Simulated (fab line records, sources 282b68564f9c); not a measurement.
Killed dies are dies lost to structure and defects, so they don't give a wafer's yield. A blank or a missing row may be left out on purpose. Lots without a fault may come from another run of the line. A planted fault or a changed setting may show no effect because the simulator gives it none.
fab line records | flow rit_cmos
record lots=5 wafers=15 last_day=6
route steps=202 shown SDANNEAL@156 PSD@157 NSD@158 PLDD@159 NLDD@160 SILICIDE@161 CONTACT@168 M1@184
lots that met no fault: from a run of the same line without faults
start_h: hours from the record's first day to the start of the lot's first wafer shown | wait_h: hours since the lot's step before | " the same as in the row above | L1.1+2: a row that stands for several wafers | - no value, or no start given | * or withheld: withheld | < > ~ a bound
route shown NAME@n: a module of which the file shows steps, and the number in the route of the first | usual: mean/standard deviation of fault-free wafers | same: alike in all rows | chamber/n: place in a boat | sites: the reading at each site | _std_site: their standard deviation | _edge_site: outer sites' mean less inner sites' | radius_mm: how far each site lies from the wafer's centre | mask NAME#n: copy n | behind: the tool/chamber that last shaped the wafer | hold: why the lot was held/for how many hours/how that ended | device: the transistor (n, p or np) that didn't switch | end of line: the same wafers' tests at the end of the route | a step without rows: its recipe alone | killed: dies lost to structure and defects at the first sort, not the wafer's yield | map: a wafer's dies, x killed, . not, _ none there
set.NAME: the setting as run; set.NAME@STEP: as run at that earlier step | model.NAME: the simulator's own value behind a step, which no gauge read
lots at some steps of the route; a table a step, a row a wafer
services: from which hour (start_h, from the record's first day; less than 0 if before it) a tool's chamber was out of use, for how many hours, and why
## steps
# step RIT_SDANNEAL_RTA_03
# recipe temp_c=1050 time_s=5 idle_temp_c=600 ramp_up_c_per_s=342 ramp_down_c_per_s=171 cool_to_c=600 ambient=N2
# usual ramp_down_c_per_s=171.00/0.032 ramp_up_c_per_s=342.00/0.063 wafer_temp_C_max=1053.5/1.1
# columns lot.wafer tool chamber start_h wait_h ramp_down_c_per_s ramp_up_c_per_s wafer_temp_C_max
L326.2 rtp_anneal-01 0 64.38 0.0 171.00 342.05 1053.0
L326.3 " 0 " " 170.99 341.92 1052.9
L326.4 " 0 " " 171.00 341.94 1054.2
L327.1 rtp_anneal-02 0 68.60 0.0 170.98 342.12 1053.3
L327.2 " 0 " " 170.99 342.00 1053.0
L327.3 " 0 " " 170.98 342.05 1052.8
L331.1 rtp_anneal-02 0 88.91 0.0 170.97 341.91 1052.2
L331.3 " 0 " " 171.01 341.99 1052.5
L331.5 " 0 " " 171.00 342.01 1053.6
L332.2 rtp_anneal-01 0 95.17 0.0 170.99 342.03 1054.0
L332.3 " 0 " " 171.01 342.10 1054.5
L332.5 " 0 " " 171.04 342.11 1053.4
L340.1 rtp_anneal-01 0 135.72 0.0 171.07 341.96 1054.4
L340.2 " 0 " " 170.93 342.12 1052.7
L340.5 " 0 " " 170.98 341.95 1054.4
# step RIT_SDANNEAL_RS_MEAS_04
# recipe thk_meas_gauge=four-point-probe
# usual PSD_RS=116.0/0.33
# columns lot.wafer tool chamber start_h wait_h PSD_RS[ohm/sq]
L326.2 film_metro-02 - 64.45 0.1 115.8
L326.3 " - " " 115.8
L326.4 " - " " 116.2
L327.1 film_metro-04 - 68.66 0.0 116.5
L327.2 " - " " 116.4
L327.3 " - " " 116.4
L331.1 film_metro-03 - 88.97 0.0 116.0
L331.3 " - " " 115.7
L331.5 " - " " 115.9
L332.2 film_metro-03 - 95.24 0.1 116.4
L332.3 " - " " 116.2
L332.5 " - " " 115.8
L340.1 film_metro-02 - 135.78 0.0 115.8
L340.2 " - " " 115.8
L340.5 " - " " 116.2
# step RIT_SDANNEAL_RS_MEAS_05
# recipe thk_meas_gauge=four-point-probe
# usual NSD_RS=83.29/0.26
# columns lot.wafer tool chamber start_h wait_h NSD_RS[ohm/sq]
L326.2 film_metro-02 - 64.57 0.1 82.90
L326.3 " - " " 83.07
L326.4 " - " " 83.11
L327.1 film_metro-04 - 68.78 0.1 83.77
L327.2 " - " " 83.91
L327.3 " - " " 83.83
L331.1 film_metro-03 - 89.09 0.1 83.34
L331.3 " - " " 83.26
L331.5 " - " " 83.63
L332.2 film_metro-03 - 95.36 0.1 83.30
L332.3 " - " " 83.21
L332.5 " - " " 83.33
L340.1 film_metro-02 - 135.90 0.1 83.16
L340.2 " - " " 82.78
L340.5 " - " " 83.39
# step RIT_SDANNEAL_RS_MEAS_06
# recipe thk_meas_gauge=four-point-probe
# usual PLDD_RS=179.6/0.46
# columns lot.wafer tool chamber start_h wait_h PLDD_RS[ohm/sq]
L326.2 film_metro-02 - 64.69 0.1 179.8
L326.3 " - " " 180.1
L326.4 " - " " 180.1
L327.1 film_metro-04 - 68.90 0.1 179.5
L327.2 " - " " 180.4
L327.3 " - " " 180.0
L331.1 film_metro-03 - 89.21 0.1 179.4
L331.3 " - " " 178.9
L331.5 " - " " 179.1
L332.2 film_metro-03 - 95.48 0.1 179.9
L332.3 " - " " 179.2
L332.5 " - " " 179.6
L340.1 film_metro-02 - 136.02 0.1 180.3
L340.2 " - " " 179.7
L340.5 " - " " 179.5
# step RIT_SDANNEAL_RS_MEAS_07
# recipe thk_meas_gauge=four-point-probe
# usual NLDD_RS=154.6/0.69
# columns lot.wafer tool chamber start_h wait_h NLDD_RS[ohm/sq]
L326.2 film_metro-02 - 64.81 0.1 153.7
L326.3 " - " " 154.1
L326.4 " - " " 154.6
L327.1 film_metro-04 - 69.02 0.1 155.1
L327.2 " - " " 155.3
L327.3 " - " " 155.3
L331.1 film_metro-03 - 89.33 0.1 154.9
L331.3 " - " " 155.2
L331.5 " - " " 155.1
L332.2 film_metro-03 - 95.60 0.1 154.0
L332.3 " - " " 153.7
L332.5 " - " " 154.3
L340.1 film_metro-02 - 136.14 0.1 154.3
L340.2 " - " " 154.7
L340.5 " - " " 154.6
# step RIT_SILICIDE_WET_ETCH_00
# recipe chemistry=BOE target=SiO2 target_depth_nm=14 time_s=15 dry=n2_spin dilution=10:1 temp_c=21.5
# step RIT_SILICIDE_SPUTTER_01
# recipe material=Ti target_thk_nm=30 power_w=350 chamber_pressure_pa=0.667 gas=Ar time_s=240 substrate_temp_c=25
# usual throttle_valve_pct=30.0/0.58
# columns lot.wafer tool chamber start_h wait_h throttle_valve_pct
L326.2 pvd_sputter-01 - 64.92 0.0 30.7
L326.3 " - " " 30.2
L326.4 " - " " 29.3
L327.1 pvd_sputter-03 - 69.15 0.0 30.1
L327.2 " - " " 30.0
L327.3 " - " " 30.5
L331.1 pvd_sputter-03 - 89.47 0.0 30.4
L331.3 " - " " 30.0
L331.5 " - " " 30.4
L332.2 pvd_sputter-01 - 95.71 0.0 30.5
L332.3 " - " " 29.2
L332.5 " - " " 31.0
L340.1 pvd_sputter-03 - 136.27 0.0 30.8
L340.2 " - " " 30.3
L340.5 " - " " 30.3
# step RIT_SILICIDE_RS_MEAS_02
# recipe thk_meas_gauge=four-point-probe reads=Ti_of_SILICIDE_SPUTTER_01
# usual SILICIDE_TI_RS=47.9/0.77
# columns lot.wafer tool chamber start_h wait_h SILICIDE_TI_RS[ohm/sq]
L326.2 film_metro-02 - 65.09 0.1 47.7
L326.3 " - " " 47.9
L326.4 " - " " 46.9
L327.1 film_metro-02 - 69.30 0.1 47.3
L327.2 " - " " 48.0
L327.3 " - " " 46.9
L331.1 film_metro-01 - 89.62 0.1 47.8
L331.3 " - " " 49.1
L331.5 " - " " 47.7
L332.2 film_metro-02 - 95.88 0.1 48.7
L332.3 " - " " 47.4
L332.5 " - " " 48.4
L340.1 film_metro-01 - 136.42 0.1 46.9
L340.2 " - " " 47.7
L340.5 " - " " 47.3
# step RIT_SILICIDE_THK_MEAS_03
# recipe thk_meas_gauge=xrf reads=Ti_of_SILICIDE_SPUTTER_01
# usual SILICIDE_TI_THK=30.2/0.44
# columns lot.wafer tool chamber start_h wait_h SILICIDE_TI_THK[nm]
L326.2 film_metro-02 - 65.20 0.1 30.0
L326.3 " - " " 29.9
L326.4 " - " " 30.4
L327.1 film_metro-02 - 69.42 0.1 30.4
L327.2 " - " " 30.0
L327.3 " - " " 30.5
L331.1 film_metro-01 - 89.74 0.1 30.4
L331.3 " - " " 29.7
L331.5 " - " " 30.4
L332.2 film_metro-02 - 95.99 0.1 29.7
L332.3 " - " " 30.3
L332.5 " - " " 29.6
L340.1 film_metro-01 - 136.54 0.1 30.9
L340.2 " - " " 30.5
L340.5 " - " " 30.6
# step RIT_SILICIDE_RTA_04
# recipe temp_c=650 time_s=10 idle_temp_c=25 ramp_up_s=5 ramp_down_s=5 cool_to_c=25 ambient=N2
# usual wafer_temp_C_max=652.7/1.1
# columns lot.wafer tool chamber start_h wait_h wafer_temp_C_max
L326.2 rtp_anneal-02 0 65.27 0.1 655.9
L326.3 " 0 " " 653.8
L326.4 " 0 " " 655.3
L327.1 rtp_anneal-01 0 69.48 0.1 651.8
L327.2 " 0 " " 652.7
L327.3 " 0 " " 651.8
L331.1 rtp_anneal-01 0 89.80 0.1 652.6
L331.3 " 0 " " 653.3
L331.5 " 0 " " 652.0
L332.2 rtp_anneal-02 0 96.05 0.1 653.7
L332.3 " 0 " " 654.0
L332.5 " 0 " " 653.6
L340.1 rtp_anneal-02 0 136.60 0.1 654.6
L340.2 " 0 " " 652.9
L340.5 " 0 " " 653.4
# step RIT_SILICIDE_WET_ETCH_05
# recipe chemistry=SPM target=Ti temp_c=90 time_s=120 dry=n2_spin
# step RIT_SILICIDE_RTA_06
# recipe temp_c=750 time_s=10 idle_temp_c=25 ramp_up_s=5 ramp_down_s=10 cool_to_c=25 ambient=N2
# usual wafer_temp_C_max=753.1/1.2
# columns lot.wafer tool chamber start_h wait_h wafer_temp_C_max
L326.2 rtp_anneal-01 0 65.37 0.0 751.9
L326.3 " 0 " " 751.7
L326.4 " 0 " " 752.3
L327.1 rtp_anneal-02 0 69.59 0.0 752.9
L327.2 " 0 " " 755.6
L327.3 " 0 " " 755.2
L331.1 rtp_anneal-02 0 89.90 0.0 754.8
L331.3 " 0 " " 753.3
L331.5 " 0 " " 753.6
L332.2 rtp_anneal-01 0 96.16 0.0 751.7
L332.3 " 0 " " 752.2
L332.5 " 0 " " 751.5
L340.1 rtp_anneal-01 0 136.71 0.0 752.1
L340.2 " 0 " " 752.2
L340.5 " 0 " " 752.0
# step RIT_CONTACT_CVD_00
# recipe material=SiO2 target_thk_nm=400 precursor=TEOS temp_c=390 time_s=61.82 rf_w=400
# usual heater_power_w=323/60
# columns lot.wafer tool chamber start_h wait_h heater_power_w model.SiO2_of_CONTACT_CVD_00.thk_nm
L326.2 pecvd-02 1 65.43 0.0 393 399.6
L326.3 " 0 " " 288 400.7
L326.4 " 1 " " 417 406.3
L327.1 pecvd-04 0 69.66 0.1 225 406.1
L327.2 " 2 " " 366 400.7
L327.3 " 1 " " 332 399.4
L331.1 pecvd-03 0 89.97 0.1 314 413.1
L331.3 " 2 " " 290 397.5
L331.5 " 0 " " 322 413.1
L332.2 pecvd-04 2 96.22 0.0 344 400.7
L332.3 " 1 " " 335 400.9
L332.5 " 2 " " 357 413.4
L340.1 pecvd-03 0 136.78 0.1 285 407.1
L340.2 " 1 " " 379 400.4
L340.5 " 2 " " 262 427.4
# step RIT_CONTACT_THK_MEAS_01
# recipe reads=SiO2_of_CONTACT_CVD_00
# usual CONTACT_TEOS_THK=406/5.7
# columns lot.wafer tool chamber start_h wait_h CONTACT_TEOS_THK[nm]
L326.2 film_metro-03 - 65.49 0.0 400
L326.3 " - " " 401
L326.4 " - " " 406
L327.1 film_metro-04 - 69.71 0.0 406
L327.2 " - " " 400
L327.3 " - " " 400
L331.1 film_metro-01 - 90.02 0.0 413
L331.3 " - " " 397
L331.5 " - " " 413
L332.2 film_metro-01 - 96.28 0.0 401
L332.3 " - " " 401
L332.5 " - " " 413
L340.1 film_metro-03 - 136.83 0.0 407
L340.2 " - " " 401
L340.5 " - " " 427
# step RIT_CONTACT_HMDS_02
# recipe prime_time_s=60 prime_temp_c=140
# step RIT_CONTACT_COAT_03
# recipe resist=NOVOLAK spin_rpm=3250 resist_thk_nm=1000
# step RIT_CONTACT_SOFTBAKE_04
# recipe resist=NOVOLAK temp_c=90 time_s=60
# step RIT_CONTACT_EXPOSE_05
# recipe mask_id=M11 na=0.6 source_shape=conventional sigma_outer=0.5 target_cd_nm=1000 dose_mj=250
# step RIT_CONTACT_PEB_06
# recipe resist=NOVOLAK temp_c=withheld time_s=withheld
# step RIT_CONTACT_DEVELOP_07
# recipe resist=NOVOLAK develop_time_s=120 dev_temp_c=23
# step RIT_CONTACT_CD_MEAS_08
# recipe target_cd_nm=1000
# usual cd_nm=999.3/2.1
# columns lot.wafer tool chamber start_h wait_h cd_nm
L326.2 cd_sem-02 - 66.66 - 993.8
L326.3 " - " " 995.7
L326.4 " - " " 994.3
L327.1 cd_sem-01 - 70.86 - 1001.2
L327.2 " - " " 1002.2
L327.3 " - " " 1002.3
L331.1 cd_sem-02 - 91.17 - 999.9
L331.3 " - " " 1000.8
L331.5 " - " " 1000.3
L332.2 cd_sem-02 - 97.44 - 1001.0
L332.3 " - " " 999.9
L332.5 " - " " 1000.1
L340.1 cd_sem-01 - 137.86 - 1000.2
L340.2 " - " " 997.6
L340.5 " - " " 999.3
# step RIT_CONTACT_OVL_MEAS_09
# usual CONTACT_OVL=-0.8/1.2
# columns lot.wafer tool chamber start_h wait_h CONTACT_OVL[nm]
L326.2 overlay-02 - 66.76 0.1 -1.9
L326.3 " - " " 0.8
L326.4 " - " " -0.6
L327.1 overlay-02 - 70.98 0.1 -2.3
L327.2 " - " " -2.2
L327.3 " - " " -0.4
L331.1 overlay-02 - 91.29 0.1 1.0
L331.3 " - " " 0.6
L331.5 " - " " -1.2
L332.2 overlay-01 - 97.55 0.1 -1.1
L332.3 " - " " -1.0
L332.5 " - " " -1.2
L340.1 overlay-02 - 137.98 0.1 0.3
L340.2 " - " " 0.6
L340.5 " - " " 2.1
# step RIT_CONTACT_HARDBAKE_10
# recipe resist=NOVOLAK temp_c=140 time_s=60
# step RIT_CONTACT_ETCH_11
# recipe target_depth_a=4800 over_etch_frac=0.2 stop_on=TiSi2 chemistry=CHF3/CF4/Ar target=SiO2 CHF3_flow_sccm=50 cf4_flow_sccm=10 Ar_flow_sccm=100 O2_flow_sccm=5 pressure_mtorr=100 rf_w=200 time_s=320
# usual CHF3_flow_sccm=49.98/0.14 drypump_motor_current_A=5.7/0.51 oes_product_au=0.989/0.018 throttle_valve_pct=8.84/0.11
# columns lot.wafer tool chamber start_h wait_h CHF3_flow_sccm drypump_motor_current_A oes_product_au rf_hours_counter_h throttle_valve_pct model.CONTACT.feature_depth_nm model.etch.depth_nm
L326.2 rie_diel-01 0 66.96 0.1 49.94 5.8 1.012 129 8.80 399.6 399.6
L326.3 " 0 " " 49.88 5.8 1.016 - 8.82 400.7 400.7
L326.4 " 2 " " 49.85 6.6 0.987 - 8.83 406.3 406.3
L327.1 rie_diel-03 1 71.17 0.1 50.02 5.8 0.990 3 8.87 406.1 406.1
L327.2 " 3 " " 49.81 6.2 0.965 139 8.88 400.7 400.7
L327.3 " 2 " " 50.16 5.8 1.009 6 9.08 399.4 399.4
L331.1 rie_diel-03 2 91.48 0.1 50.22 5.8 1.010 6 9.08 413.1 413.1
L331.3 " 3 " " 49.80 6.2 0.966 140 8.90 397.5 397.5
L331.5 " 1 " " 49.95 5.8 0.996 - 8.86 413.1 413.1
L332.2 rie_diel-02 0 97.73 0.1 50.27 5.9 0.990 118 8.83 400.7 400.7
L332.3 " 3 " " 49.97 5.2 0.969 3 8.77 400.9 400.9
L332.5 " 2 " " 49.97 5.2 0.975 - 8.70 413.4 413.4
L340.1 rie_diel-03 2 138.16 0.1 49.85 5.7 1.011 7 9.06 407.1 407.1
L340.2 " 0 " " 49.93 4.9 1.010 16 8.69 400.4 400.4
L340.5 " 1 " " 50.11 5.7 0.992 - 8.88 427.4 427.4
# step RIT_CONTACT_STRIP_12
# recipe chemistry=O2 time_s=185.1 resist=NOVOLAK platen_temp_c=withheld power_w=500 pressure_mtorr=4000 o2_flow_sccm=4000
# step RIT_CONTACT_CD_MEAS_90
# recipe target_cd_nm=1000
# usual cd_nm=999.2/2.2
# columns lot.wafer tool chamber start_h wait_h cd_nm
L326.2 cd_sem-01 - 67.45 0.1 993.9
L326.3 " - " " 995.8
L326.4 " - " " 994.2
L327.1 cd_sem-01 - 71.54 0.1 1001.2
L327.2 " - " " 1002.2
L327.3 " - " " 1002.9
L331.1 cd_sem-02 - 91.85 0.1 1000.4
L331.3 " - " " 1000.1
L331.5 " - " " 1000.3
L332.2 cd_sem-01 - 98.11 0.1 999.9
L332.3 " - " " 1000.4
L332.5 " - " " 1000.0
L340.1 cd_sem-01 - 138.53 0.1 999.7
L340.2 " - " " 997.2
L340.5 " - " " 999.8
# step RIT_CONTACT_CLEAN_13
# recipe chemistry=SC1 mix=3:3:50 time_s=600 temp_c=75
# step RIT_CONTACT_CLEAN_14
# recipe chemistry=SC2 mix=3:3:50 time_s=600 temp_c=75 dry=n2_spin
# step RIT_M1_SPUTTER_00
# recipe material=Al target_thk_nm=400 power_w=2000 chamber_pressure_pa=0.4 gas=Ar time_s=500 substrate_temp_c=25
# usual throttle_valve_pct=29.4/1.1
# columns lot.wafer tool chamber start_h wait_h throttle_valve_pct
L326.2 pvd_sputter-02 - 67.90 0.0 29.1
L326.3 " - " " 29.5
L326.4 " - " " 31.7
L327.1 pvd_sputter-04 - 72.01 0.0 28.6
L327.2 " - " " 28.1
L327.3 " - " " 27.9
L331.1 pvd_sputter-04 - 92.32 0.0 30.1
L331.3 " - " " 27.9
L331.5 " - " " 28.1
L332.2 pvd_sputter-02 - 98.56 0.0 29.4
L332.3 " - " " 31.6
L332.5 " - " " 31.7
L340.1 pvd_sputter-04 - 139.00 0.0 28.0
L340.2 " - " " 30.3
L340.5 " - " " 28.5
# step RIT_M1_RS_MEAS_01
# recipe thk_meas_gauge=four-point-probe reads=Al_of_M1_SPUTTER_00
# usual M1_AL_RS=0.0735/0.0011
# columns lot.wafer tool chamber start_h wait_h M1_AL_RS[ohm/sq]
L326.2 film_metro-02 - 68.22 0.2 0.0741
L326.3 " - " " 0.0735
L326.4 " - " " 0.0738
L327.1 film_metro-03 - 72.30 0.1 0.0724
L327.2 " - " " 0.0728
L327.3 " - " " 0.0739
L331.1 film_metro-02 - 92.61 0.1 0.0752
L331.3 " - " " 0.0744
L331.5 " - " " 0.0740
L332.2 film_metro-02 - 98.90 0.2 0.0733
L332.3 " - " " 0.0748
L332.5 " - " " 0.0749
L340.1 film_metro-02 - 139.30 0.1 0.0736
L340.2 " - " " 0.0737
L340.5 " - " " 0.0728
# step RIT_M1_THK_MEAS_02
# recipe thk_meas_gauge=xrf reads=Al_of_M1_SPUTTER_00
# usual M1_AL_THK=399/6.5
# columns lot.wafer tool chamber start_h wait_h M1_AL_THK[nm]
L326.2 film_metro-02 - 68.33 0.1 395
L326.3 " - " " 400
L326.4 " - " " 397
L327.1 film_metro-03 - 72.42 0.1 406
L327.2 " - " " 405
L327.3 " - " " 398
L331.1 film_metro-02 - 92.73 0.1 387
L331.3 " - " " 393
L331.5 " - " " 396
L332.2 film_metro-02 - 99.01 0.1 399
L332.3 " - " " 391
L332.5 " - " " 392
L340.1 film_metro-02 - 139.42 0.1 397
L340.2 " - " " 397
L340.5 " - " " 400
# step RIT_M1_HMDS_03
# recipe prime_time_s=60 prime_temp_c=140
# step RIT_M1_COAT_04
# recipe resist=NOVOLAK spin_rpm=2000 resist_thk_nm=1322
# step RIT_M1_SOFTBAKE_05
# recipe resist=NOVOLAK temp_c=90 time_s=60
# step RIT_M1_EXPOSE_06
# recipe mask_id=M12 na=0.6 source_shape=conventional sigma_outer=0.5 target_cd_nm=2600 dose_mj=250
# step RIT_M1_PEB_07
# recipe resist=NOVOLAK temp_c=withheld time_s=withheld
# step RIT_M1_DEVELOP_08
# recipe resist=NOVOLAK develop_time_s=68 dev_temp_c=23
# step RIT_M1_CD_MEAS_09
# recipe target_cd_nm=2600
# usual cd_nm=2599.7/2
# columns lot.wafer tool chamber start_h wait_h cd_nm
L326.2 cd_sem-02 - 69.40 - 2598.6
L326.3 " - " " 2598.3
L326.4 " - " " 2598.5
L327.1 cd_sem-02 - 73.36 - 2601.7
L327.2 " - " " 2600.5
L327.3 " - " " 2600.8
L331.1 cd_sem-02 - 93.67 - 2598.5
L331.3 " - " " 2598.1
L331.5 " - " " 2600.1
L332.2 cd_sem-02 - 99.96 - 2602.4
L332.3 " - " " 2601.0
L332.5 " - " " 2601.8
L340.1 cd_sem-01 - 140.36 - 2601.7
L340.2 " - " " 2601.8
L340.5 " - " " 2603.9
# step RIT_M1_OVL_MEAS_10
# usual M1_OVL=1.1/1.7
# columns lot.wafer tool chamber start_h wait_h M1_OVL[nm]
L326.2 overlay-02 - 69.51 0.1 3.0
L326.3 " - " " 0.0
L326.4 " - " " 2.7
L327.1 overlay-02 - 73.48 0.1 1.1
L327.2 " - " " 0.8
L327.3 " - " " 0.9
L331.1 overlay-02 - 93.79 0.1 4.5
L331.3 " - " " 1.9
L331.5 " - " " 3.0
L332.2 overlay-01 - 100.07 0.1 0.9
L332.3 " - " " 1.2
L332.5 " - " " 2.2
L340.1 overlay-02 - 140.48 0.1 1.6
L340.2 " - " " 0.2
L340.5 " - " " 0.8
# step RIT_M1_HARDBAKE_11
# recipe resist=NOVOLAK temp_c=140 time_s=120
# step RIT_M1_METAL_ETCH_12
# recipe stop_on=SiO2 chemistry=Cl2/BCl3 target=Al time_s=165 over_etch_frac=0.5 pressure_mtorr=100 target_depth_a=6000 rf_w=250 Cl2_flow_sccm=60 bcl3_flow_sccm=50
# usual drypump_motor_current_A=5.76/0.22 he_backside_leak_sccm=3.28/0.24 oes_product_au=0.786/0.014 throttle_valve_pct=8.23/0.1
# columns lot.wafer tool chamber start_h wait_h drypump_motor_current_A he_backside_leak_sccm oes_product_au rf_hours_counter_h throttle_valve_pct model.SiO2_of_CONTACT_CVD_00.thk_nm
L326.2 rie_metal-02 0 69.79 0.2 5.33 3.09 0.781 3 8.28 362.6
L326.3 " 1 " " 5.74 3.48 0.794 - 8.08 364.5
L326.4 " 0 " " 5.36 3.10 0.781 - 8.28 369.5
L327.1 rie_metal-03 1 73.77 0.2 5.81 3.19 0.785 1 8.30 370.9
L327.2 " 0 " " 5.72 3.09 0.785 1 8.17 363.1
L327.3 " 1 " " 5.80 3.14 0.777 - 8.31 364.4
L331.1 rie_metal-01 1 94.08 0.2 6.22 3.37 0.766 34 8.32 376.9
L331.3 " 0 " " 5.77 3.64 0.774 - 8.36 360.5
L331.5 " 1 " " 6.27 3.33 0.779 - 8.29 376.7
L332.2 rie_metal-02 0 100.35 0.2 5.34 3.17 0.786 3 8.27 364.2
L332.3 " 1 " " 5.72 3.62 0.789 - 8.08 364.9
L332.5 " 0 " " 5.35 2.98 0.782 - 8.28 377
L340.1 rie_metal-02 1 140.76 0.2 5.73 3.58 0.796 3 8.08 371.6
L340.2 " 1 " " 5.75 3.49 0.792 - 8.08 364.8
L340.5 " 1 " " 5.74 3.53 0.807 - 8.08 391.7
# step RIT_M1_STRIP_13
# recipe chemistry=nmp resist=NOVOLAK temp_c=80 time_s=600 dry=n2_spin
# step RIT_M1_PROBE_99
# usual killed_at_contacts=0.1/0.29 killed_at_front_end=7/3 killed_dies=7/3 killed_open=3.5/2 killed_short=3.4/2
# same gross_dies=264 killed_at_M0_to_M3=0 killed_at_M4_up=0 killed_at_back_side=0 killed_at_other=0
# columns lot.wafer tool chamber start_h wait_h killed_at_contacts killed_at_front_end killed_dies killed_open killed_short
L327.1 prober-01 - 76.04 0.1 0 3 3 0 3
L327.2 prober-01 - 76.09 0.1 0 6 6 4 2
L327.3 prober-01 - 76.14 0.2 0 13 13 6 7
L332.2 prober-02 - 102.65 0.1 0 7 7 4 3
L332.3 prober-02 - 102.70 0.2 0 11 11 7 4
L332.5 prober-02 - 102.80 0.2 0 9 9 6 3
L340.5 prober-02 - 143.38 0.2 3 4 7 0 4
# killed by level:class
L327.1 REOX:geometric_particle:short=1 SPACER:geometric_particle:short=1 SILICIDE:geometric_particle:short=1
L327.2 SILICIDE:geometric_particle:open=2 FOX1:geometric_particle:open=1 GATE:geometric_particle:short=1 GATE:geometric_particle:open=1 REOX:geometric_particle:short=1
L327.3 FOX1:geometric_particle:short=3 GATE:geometric_particle:open=3 SPACER:geometric_particle:short=2 SILICIDE:geometric_particle:open=2 FOX1:geometric_particle:open=1 FOX2:geometric_particle:short=1 GATE:geometric_particle:short=1
L332.2 SILICIDE:geometric_particle:short=3 SPACER:geometric_particle:open=2 SILICIDE:geometric_particle:open=2
L332.3 SILICIDE:geometric_particle:open=3 GATE:geometric_particle:open=2 GATE:geometric_particle:short=2 REOX:geometric_particle:open=2 SILICIDE:geometric_particle:short=2
L332.5 GATE:geometric_particle:open=2 SPACER:geometric_particle:short=2 SILICIDE:geometric_particle:open=2 FOX1:geometric_particle:open=1 FOX2:geometric_particle:open=1 FOX2:geometric_particle:short=1
L340.5 CONTACT:area_etch=3 GATE:geometric_particle:short=2 REOX:geometric_particle:short=1 SILICIDE:geometric_particle:short=1
## services
# columns tool chamber start_h hours kind
rie_diel-01 - 42.55 0.4 repair
rie_diel-02 2 52.72 4.6 repair
pvd_sputter-04 - 53.40 2.1 repair
rie_diel-01 1 55.66 - clean
rie_diel-01 1 55.66 24.1 scheduled_down
rie_diel-01 1 55.66 24.1 vent_cycle
rie_diel-01 3 63.31 4.3 repair
rie_diel-02 2 75.81 2.2 repair
rie_diel-01 - 89.55 1.4 repair
pvd_sputter-02 - 90.81 4.8 repair
pecvd-02 - 95.60 1.4 repair
rie_diel-01 1 97.98 8.9 repair
rie_diel-02 - 108.23 2.8 pm
pecvd-02 - 110.44 5.5 pm
pvd_sputter-02 - 118.16 1.0 repair
rie_diel-02 - 121.50 1.7 repair
pvd_sputter-03 - 126.64 7.1 repair
rie_metal-01 - 136.12 20.0 pm
rie_metal-01 0 136.12 20.0 vent_cycle
rie_metal-01 1 136.12 20.0 vent_cycle
rie_metal-02 0 139.27 33.5 repair
rie_diel-03 0 139.60 17.5 repair
## key
first_sign step=RIT_CONTACT_THK_MEAS_01 reading=CONTACT_TEOS_THK direction=up sigmas=3.7 usual=406 struck=427
effect step=RIT_M1_PROBE_99 reading=killed_at_contacts direction=up sigmas=2.9 usual=0.1 struck=3
model_effect step=RIT_CONTACT_CVD_00 value=SiO2_of_CONTACT_CVD_00.thk_nm without=410 struck=427.4
model_effect step=RIT_CONTACT_ETCH_11 value=CONTACT.feature_depth_nm without=410 struck=427.4
model_effect step=RIT_M1_METAL_ETCH_12 value=SiO2_of_CONTACT_CVD_00.thk_nm without=374.3 struck=391.7
met_at RIT_CONTACT_CVD_00
struck_wafers L340.5
tester_left_out L340
onset_between 89.97 136.78
fault kind=process_parameter_drift tool=pecvd-03 chamber=2 onset_h=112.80 steps=RIT_CONTACT_CVD_00 channel=target_thk_nm offset=17.045 shape=step end_h=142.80 stated=400
# tester_left_out: of these lots the tester's yield and bins aren't shown, on N5 and GAA mostly nor the transistor test; their killed dies are dies lost to structure and defects alone, not to doping, threshold or leakage, so they don't give the yield
